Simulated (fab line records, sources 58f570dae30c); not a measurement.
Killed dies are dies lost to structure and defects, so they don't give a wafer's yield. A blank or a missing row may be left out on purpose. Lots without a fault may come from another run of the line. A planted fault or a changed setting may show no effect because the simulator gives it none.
Tool commonality check | flow berkeley_cmos170 | 14 lots, 42 wafers sampled

WHY IT WAS OPENED
At UCB170_NWELL_TW_MEAS_16 the reading NWELL_TW is flagged on 2 of 14 lots. Wafers without a fault read 1245, standard deviation 13.
Rule: a lot is flagged when every wafer of it that has a number lies more than 4 standard deviations from that mean, or none has a number. The other lots count as sound.

lot  | measured    | on            | NWELL_TW, wafer by wafer | flag
L619 | day 2 15:42 | film_metro-01 | 1249 1252 1250           |
L620 | day 2 22:53 | film_metro-01 | 1254 1246 1248           |
L622 | day 3 02:46 | film_metro-01 | 1249 1248 1258           |
L624 | day 3 11:38 | film_metro-03 | 1222 1229 1227           |
L623 | day 3 12:13 | film_metro-04 | 1253 1252 1252           |
L626 | day 3 21:49 | film_metro-04 | 1259 1258 1261           |
L625 | day 3 22:04 | film_metro-03 | 1219 1231 1223           |
L627 | day 4 04:37 | film_metro-04 | 1255 1255 1252           |
L628 | day 4 12:55 | film_metro-04 | 1255 1256 1254           |
L629 | day 4 13:07 | film_metro-04 | 1251 1258 1251           |
L630 | day 4 13:12 | film_metro-04 | 1256 1261 1259           |
L636 | day 6 08:32 | film_metro-01 | 1141 1144 1143           | FLAGGED
L638 | day 6 16:01 | film_metro-03 | 1141 1141 1134           | FLAGGED
L640 | day 7 04:56 | film_metro-03 | 1229 1228 1227           |
The numbers of the flagged lots are 1141 on average: -104 against the usual, or -8 standard deviations.

WHICH TOOL RAN EACH LOT
The record holds 1 process step before the reading, out of a route of 331 steps. In each cell: the tool, then ch and the chambers that the sampled wafers went through, then the start.
lot  | flag    | UCB170_NWELL_IMPLANT_14
L619 |         | implanter-03 ch 0, day 2 15:27
L620 |         | implanter-01 ch 0, day 2 22:40
L622 |         | implanter-01 ch 0, day 3 02:32
L624 |         | implanter-04 ch 0, day 3 11:23
L623 |         | implanter-03 ch 0, day 3 12:00
L626 |         | implanter-04 ch 0, day 3 21:37
L625 |         | implanter-03 ch 0, day 3 21:49
L627 |         | implanter-03 ch 0, day 4 04:22
L628 |         | implanter-01 ch 0, day 4 12:40
L629 |         | implanter-04 ch 0, day 4 12:52
L630 |         | implanter-03 ch 0, day 4 12:58
L636 | FLAGGED | implanter-04 ch 0, day 6 08:19
L638 | FLAGGED | implanter-04 ch 0, day 6 15:48
L640 |         | implanter-03 ch 0, day 7 04:42
What these steps do:
- UCB170_NWELL_IMPLANT_14
- UCB170_NWELL_TW_MEAS_16

FLAGGED OVER TOTAL, TOOL BY TOOL (the gauges that took the reading come last)
step                    | tool          | lots run | flagged | share of the flagged lots | sound lots run after its first flagged lot
UCB170_NWELL_IMPLANT_14 | implanter-01  | 3        | 0       | none                      | -
UCB170_NWELL_IMPLANT_14 | implanter-03  | 6        | 0       | none                      | -
UCB170_NWELL_IMPLANT_14 | implanter-04  | 5        | 2       | all                       | 0
UCB170_NWELL_TW_MEAS_16 | film_metro-01 | 4        | 1       | some                      | 0
UCB170_NWELL_TW_MEAS_16 | film_metro-03 | 4        | 1       | some                      | 1 (L640)
UCB170_NWELL_TW_MEAS_16 | film_metro-04 | 6        | 0       | none                      | -

WHAT THE TABLE ALLOWS
1 row of the table ran every flagged lot: implanter-04 at UCB170_NWELL_IMPLANT_14.
- implanter-04 at UCB170_NWELL_IMPLANT_14: 2 of its 5 lots flagged. Its last sound lot is L629 (day 4 12:52), its first flagged lot L636 (day 6 08:19): a fault that began between those two fits. Its own readings lie more than 4 standard deviations out on every wafer of the flagged lots: beam_on_s, faraday_current_uA.
One tool is left: implanter-04 at UCB170_NWELL_IMPLANT_14.

WHAT THE SIMULATOR HAD PUT IN
Process parameter drift: implanter-04, from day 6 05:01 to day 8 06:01, at UCB170_NWELL_IMPLANT_14. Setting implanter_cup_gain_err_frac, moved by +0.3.
Lots struck among those shown: L636, L638. The rule above found the same.
